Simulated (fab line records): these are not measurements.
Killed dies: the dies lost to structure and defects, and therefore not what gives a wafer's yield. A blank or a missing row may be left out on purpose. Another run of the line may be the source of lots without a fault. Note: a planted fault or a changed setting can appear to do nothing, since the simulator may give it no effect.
8D (eight disciplines) problem report, filled in by code	flow berkeley cmos170	the parts of the form that need people (team, actions taken, sign-off) are left out

1. WHAT IS WRONG
Wafers free of any fault read 75.53 ohm/sq (standard deviation 0.24) for PSD_RS at UCB170_SDANNEAL_RS_MEAS_02, against a mean of 56.57 ohm/sq on 6 wafers of 2 lots. Relative to the usual mean, that is a shift of -79 standard deviations.
The step: measures by four-point-probe.
First observed at day 10 12:26: wafer L692.4, on film metro-04. At this step, 42 wafers from 14 lots have a number in the record. Rule for "out" (also "out of limits"): further than 4 standard deviations from the usual mean. All remaining wafers that have a number are taken as sound.

2. WHAT IT IS; WHAT IT IS NOT
question	is	is not
which readings at this step	PSD_RS	-
which lots	L690, L692	L679, L680, L681, L682, L683, L684, L685, L687, L688, L691, L700, L701
which wafers of those lots	all that have a number	-
read on which gauges	film metro-03, film metro-04	film metro-01
when	from day 10 12:26	up to then (27 sound wafers); but 9 sound wafers of L691, L700, L701 came after

3. THE SUSPECTS, EACH WITH WHAT RULES IT OUT
Counting: a tool at any process step up to the reading remains a suspect when it ran all the lots that are out and ran no sound lot after the first of those.
- ruled out: the gauge at UCB170_SDANNEAL_RS_MEAS_02. Those wafers that are out were read across 2 gauges (film metro-03, film metro-04).
- rtp anneal-01 at UCB170_SDANNEAL_RTA_01 (time 5 s): kept. Every lot that is out went through it, starting with L692 (day 10 12:20), and after that it ran no sound lot; the last sound lot it ran before then is L688 (day 9 12:38).
The count leaves rtp anneal-01 at UCB170_SDANNEAL_RTA_01.

4. THE CAUSE (what the simulator had put in)
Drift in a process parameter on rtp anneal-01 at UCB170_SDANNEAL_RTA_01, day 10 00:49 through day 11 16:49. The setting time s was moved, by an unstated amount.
Counting left only this tool.

5. SEQUENCE OF EFFECTS, ordered by route
Each row: a reading whose mean over the struck wafers that have a number lies more than 3 standard deviations from the usual. Only readings whose record carries a usual standard deviation are examined. hours: median over the lots of the time between each lot's start at the first step of this table that gives one and its start at this step. sigmas: the change, counted in usual standard deviations.
hours	step	reading	usual	on struck wafers	change	sigmas
0	UCB170_SDANNEAL_RS_MEAS_02	PSD_RS	75.53 ohm/sq	56.57	-18.96	-79
0	UCB170_SDANNEAL_RS_MEAS_03	NSD_RS	37.24 ohm/sq	31.23	-6.01	-67
0	UCB170_SDANNEAL_RS_MEAS_04	PLDD_RS	1030.8 ohm/sq	969.1	-61.6	-24
0	UCB170_SDANNEAL_RS_MEAS_05	NLDD_RS	615.8 ohm/sq	611.1	-4.7	-3.4
Later measuring or inspecting steps at which every struck wafer that the step has a row for has a number for every such reading, and none has moved that far: UCB170_M3_CD_MEAS_15.

6. HOW IT WOULD HAVE BEEN CAUGHT EARLIER
The first out-of-limits reading at a measuring or inspecting step in this record came at day 10 12:26, 12 hours after the fault's start at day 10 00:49.
Of the tool readings at UCB170_SDANNEAL_RTA_01 for which the record gives a usual standard deviation, none was out on any struck wafer, so an alarm limit of 4 standard deviations on them would not have fired.
Among the 2 lots that are out, L690 began UCB170_SDANNEAL_RTA_01 on rtp anneal-01 after day 10 12:26. Holding the tool at that time would have saved it.
